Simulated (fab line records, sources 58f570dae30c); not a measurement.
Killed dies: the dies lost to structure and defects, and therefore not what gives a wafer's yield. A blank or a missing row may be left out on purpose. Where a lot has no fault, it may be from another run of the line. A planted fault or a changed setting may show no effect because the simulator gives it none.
A struck lot beside a sound one	flow berkeley cmos170	14 out of 331 route steps
Sound: these wafers, L497.3, L497.5, L497.6. Wafers struck: L502.2, L502.3, L502.4. At the end, the cause is stated.
Order at every step that has rows: each side's tool, ch and its chambers, its first start. Under that, the readings that differ: sound wafers	struck wafers	difference of the means	sigmas: that difference in standard deviations of wafers without a fault.
alike: readings with means less than 2 such deviations apart, plus words and numbers identical on both sides. not compared: withheld readings, readings lacking a value on some wafer, bounds such as >300 that could conceal the same value, and numbers that have no deviation in the record and whose values overlap.
Wherever a step has rows on one side only, a row that says differs or no value, or a row with sigmas, the two part there. Numbers that don't overlap but have no deviation are shown without sigmas and don't part them. Lack of a reading on every wafer of one side parts them only where that side has two or more wafers.

first, 2 steps without rows for these wafers: UCB170_PSD_PEB_04; UCB170_PSD_DEVELOP_05 (develop time 45 s).
UCB170_PSD_CD_MEAS_06 targets a cd of 1200 nm.
  sound: cd sem-01 at day 10 14:00; struck: cd sem-02 at day 11 20:47
  alike: cd nm
UCB170_PSD_OVL_MEAS_07:
  sound: overlay-01 at day 10 14:05; struck: overlay-02 at day 11 20:53
  alike: PSD_OVL
then, 1 step without rows for these wafers: UCB170_PSD_IMPLANT_08.
UCB170_PSD_STRIP_09: strips in O2.
  sound on plasma asher-04 ch 0,1, day 10 14:18; struck on plasma asher-03 ch 0,1, day 11 21:04
reading	sound	struck	difference	sigmas
strip time to endpoint s (s)	29.40 29.40 29.36	29.21 29.24 29.27	-0.15	-2
  alike: drypump motor current A, oes product au
  not compared: rf hours counter h
UCB170_PSD_TW_MEAS_10:
  sound: film metro-04 at day 10 14:23; struck: film metro-02 at day 11 21:11
  alike: PSD_TW
then, 5 steps without rows for these wafers: UCB170_PSD_CLEAN_11 (cleans in SPM, time 600 s); UCB170_NSD_HMDS_00 (prime time 60 s); UCB170_NSD_COAT_01 (resist thk 900 nm); UCB170_NSD_SOFTBAKE_02 (time 60 s); UCB170_NSD_EXPOSE_03 (exposes mask NSELECT MOD, target cd 1200 nm).
UCB170_NSD_PEB_04:
  struck on litho track-01, day 11 22:22; sound on litho track-04 ch 0, day 10 15:45
  no value came back on the struck wafers for chill plate temp C (C), exhaust pa (Pa), plate temp C (C), resist line temp C (C); on the sound wafers chill plate temp C (C) reads 23.14 23.13 23.06
then, 1 step without rows for these wafers: UCB170_NSD_DEVELOP_05 (develop time 45 s).

WHERE THEY PART
At UCB170_PSD_STRIP_09 first; at UCB170_NSD_PEB_04 last (within this record only).

WHY: whatever the simulator had introduced
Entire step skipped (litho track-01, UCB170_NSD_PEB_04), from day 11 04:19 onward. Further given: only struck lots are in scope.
